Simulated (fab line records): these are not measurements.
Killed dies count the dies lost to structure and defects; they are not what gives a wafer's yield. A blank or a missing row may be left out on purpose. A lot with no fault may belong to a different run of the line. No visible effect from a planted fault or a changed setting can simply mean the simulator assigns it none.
2 desks looking at one fault :: flow berkeley-cmos170 :: each desk holds nothing but its own numbers, with what lay behind them at the end

== THE METROLOGY DESK ==
Lot by lot, what the gauges showed, no matter which tool ran the lot: averages of those sampled wafers that carry a number. Marked OUT: a lot whose mean sits more than 4 standard deviations from the usual mean, which makes it out of limits; the brackets give that distance.
Columns: A = SACOX_OXIDE_THK at UCB170_SACOX_THK_MEAS_02, usual 14.39 nm; B = SCREENOX_OXIDE_THK at UCB170_SCREENOX_THK_MEAS_02, usual 14.5 nm; C = GATE_OXIDE_THK at UCB170_GATE_THK_MEAS_02, usual 6.63 nm; D = GATE_POLY_THK at UCB170_GATE_THK_MEAS_05, usual 214.5 nm
lot: L404
first seen here: day 5 01:16
A: 14.76
B: 13.7
C: 6.52
D: 214.8

lot: L406
first seen here: day 5 12:37
A: 14.25
B: 14.6
C: 6.64
D: 216.1

lot: L405
first seen here: day 5 12:39
A: 14.45
B: 14.8
C: 6.74
D: 217.9

lot: L408
first seen here: day 5 21:06
A: 14.66
B: 14.3
C: 6.56
D: 214.9

lot: L409
first seen here: day 6 03:53
A: 14.32
B: 14.5
C: 6.45
D: 216.9

lot: L411
first seen here: day 6 21:45
A: 14.40
B: 14.8
C: 6.60
D: 214.2

lot: L413
first seen here: day 7 04:49
A: 14.38
B: 14.5
C: 6.73
D: 229.3 (+7.0) OUT

lot: L419
first seen here: day 8 09:55
A: 14.09
B: 14.8
C: 6.49
D: 213.1

lot: L420
first seen here: day 8 09:56
A: 14.90
B: 14.5
C: 6.40
D: 215.0

lot: L418
first seen here: day 8 09:56
A: 14.16
B: 14.7
C: 6.41
D: 214.2

lot: L421
first seen here: day 8 15:05
A: 14.35
B: 14.3
C: 6.68
D: 214.5

lot: L422
first seen here: day 8 20:40
A: 14.19
B: 14.7
C: 6.57
D: 213.8

lot: L424
first seen here: day 9 17:38
A: 14.40
B: 13.9
C: 6.68
D: 215.4
Per this desk, out of limits: L413; the first was L413, day 8 07:01 (GATE_POLY_THK at UCB170_GATE_THK_MEAS_05). Within limits: L404, L406, L405, L408, L409, L411, L419, L420, L418, L421, L422, L424.

== THE TOOL OWNER'S DESK: lpcvd-02 ==
The tool's own readings at UCB170_GATE_CVD_04 (deposits poly-Si from SiH4, time 1440 s, target thk 214 nm): means of the sampled wafers that have a number, for each lot that ran on this tool. Marked OUT: a lot whose mean sits more than 4 standard deviations from the usual mean, which makes it out of limits; the brackets give that distance.
Columns: A = spike-tc-centre-C at UCB170_GATE_CVD_04, usual 612.1 C
lot: L411
first seen here: day 7 20:42
A: 610.4

lot: L413
first seen here: day 8 05:37
A: 625.8 (+9.8) OUT

lot: L421
first seen here: day 9 15:26
A: 610.7
This desk finds L413 out of limits, L413 being first, at day 8 05:37 (spike-tc-centre-C at UCB170_GATE_CVD_04). Within limits: L411, L421.

== PUT TOGETHER ==
The tool owner's desk could have raised an alarm at day 8 05:37, on L413.
L413 would have let the metrology desk raise an alarm at day 8 07:01.
Every lot named ran UCB170_GATE_CVD_04 on lpcvd-02.

== WHAT THE SIMULATOR PUT IN ==
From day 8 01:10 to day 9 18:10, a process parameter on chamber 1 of lpcvd-02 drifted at UCB170_GATE_CVD_04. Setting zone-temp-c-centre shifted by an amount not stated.
Shown lots that were struck: L413.
Delay (hours) between the fault's onset and each desk's first out-of-limits reading: 4 at the tool owner's desk, 6 at the metrology desk.
